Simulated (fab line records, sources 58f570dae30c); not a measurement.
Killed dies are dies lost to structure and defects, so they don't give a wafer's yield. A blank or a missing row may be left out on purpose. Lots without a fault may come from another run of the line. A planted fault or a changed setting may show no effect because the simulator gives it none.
A struck lot beside a sound one | flow berkeley_cmos170 | 27 steps out of a route of 331
Sound: wafers L818.1, L818.3, L818.4. Struck: wafers L812.3, L812.4, L812.6. The cause comes at the end.
At each step with rows: each side's tool, then ch and its chambers, then its first start. Under that, the readings that differ: sound wafers | struck wafers | difference of the means | sigmas: that difference in standard deviations of wafers without a fault.
alike: readings whose means differ by less than 2 such deviations, and words and numbers that are the same on both sides. not compared: withheld readings, readings that some wafer has no value for, bounds like >300 that may hide the same value, and numbers for which the record gives no deviation and whose values overlap.
The two part at a step that has a row with sigmas, a row that says differs or no value, or rows on one side only. Numbers that don't overlap but have no deviation are shown without sigmas and don't part them. A reading that every wafer of one side lacks parts them only if that side has two wafers or more.

UCB170_GATE_CD_MEAS_90: target cd 350 nm.
  sound on cd_sem-02, day 10 12:29; struck on cd_sem-01, day 9 12:05
  alike: cd_nm
then, 7 steps without rows for these wafers: UCB170_GATE_CLEAN_17 (cleans in SPM, time 600 s); UCB170_PLDD_HMDS_00 (prime time 60 s); UCB170_PLDD_COAT_01 (resist thk 900 nm); UCB170_PLDD_SOFTBAKE_02 (time 60 s); UCB170_PLDD_EXPOSE_03 (exposes mask PSELECT, target cd 1200 nm); UCB170_PLDD_PEB_04; UCB170_PLDD_DEVELOP_05 (develop time 45 s).
UCB170_PLDD_CD_MEAS_06: target cd 1200 nm.
  sound on cd_sem-01, day 10 14:15; struck on cd_sem-01, day 9 14:17
  alike: cd_nm
UCB170_PLDD_OVL_MEAS_07:
  sound on overlay-01, day 10 14:22; struck on overlay-01, day 9 14:23
  alike: PLDD_OVL
then, 2 steps without rows for these wafers: UCB170_PLDD_IMPLANT_08; UCB170_PLDD_IMPLANT_09.
UCB170_PLDD_STRIP_10: strips in O2.
  sound on plasma_asher-02 ch 0,1, day 10 14:42; struck on plasma_asher-03 ch 0,1, day 9 14:44
  no value came back on the struck wafers for chamber_pressure_mTorr (mTorr), drypump_motor_current_A (A), oes_product_au (a.u.), strip_time_to_endpoint_s (s); on the sound wafers chamber_pressure_mTorr (mTorr) reads 3495.9 3496.5 3496.9
  reading                               | sound | struck            | difference | sigmas
  model.KrF_of_PLDD_COAT_01.thk_nm (nm) | 0 0 0 | 889.2 889.7 888.1 | +889.0     |
  not compared: rf_hours_counter_h
UCB170_PLDD_TW_MEAS_11:
  sound on film_metro-03, day 10 14:48; struck on film_metro-02, day 9 14:49
  alike: PLDD_TW
then, 7 steps without rows for these wafers: UCB170_PLDD_CLEAN_12 (cleans in SPM, time 600 s); UCB170_NLDD_HMDS_00 (prime time 60 s); UCB170_NLDD_COAT_01 (resist thk 900 nm); UCB170_NLDD_SOFTBAKE_02 (time 60 s); UCB170_NLDD_EXPOSE_03 (exposes mask NSELECT, target cd 1200 nm); UCB170_NLDD_PEB_04; UCB170_NLDD_DEVELOP_05 (develop time 45 s).
UCB170_NLDD_CD_MEAS_06: target cd 1200 nm.
  sound on cd_sem-02, day 10 16:09; struck on cd_sem-01, day 9 16:15
  alike: cd_nm
UCB170_NLDD_OVL_MEAS_07:
  sound on overlay-02, day 10 16:16; struck on overlay-01, day 9 16:21
  alike: NLDD_OVL
then, 2 steps without rows for these wafers: UCB170_NLDD_IMPLANT_08; UCB170_NLDD_IMPLANT_09.
UCB170_NLDD_STRIP_10: strips in O2.
  sound on plasma_asher-02 ch 0,1, day 10 16:36; struck on plasma_asher-01 ch 0,1, day 9 16:42
  reading                      | sound             | struck            | difference | sigmas
  strip_time_to_endpoint_s (s) | 21.56 21.51 21.54 | 48.06 48.02 47.92 | +26.46     | +99 or more
  alike: chamber_pressure_mTorr, drypump_motor_current_A, oes_product_au
  not compared: rf_hours_counter_h
UCB170_NLDD_TW_MEAS_11:
  sound on film_metro-01, day 10 16:42; struck on film_metro-03, day 9 17:01
  reading | sound          | struck   | difference | sigmas
  NLDD_TW | 2195 2198 2199 | 30 30 30 | -2167      | -99 or more
  not compared: hold

WHERE THEY PART
First at UCB170_PLDD_STRIP_10; last, within this record, at UCB170_NLDD_TW_MEAS_11.

WHY: what the simulator had put in
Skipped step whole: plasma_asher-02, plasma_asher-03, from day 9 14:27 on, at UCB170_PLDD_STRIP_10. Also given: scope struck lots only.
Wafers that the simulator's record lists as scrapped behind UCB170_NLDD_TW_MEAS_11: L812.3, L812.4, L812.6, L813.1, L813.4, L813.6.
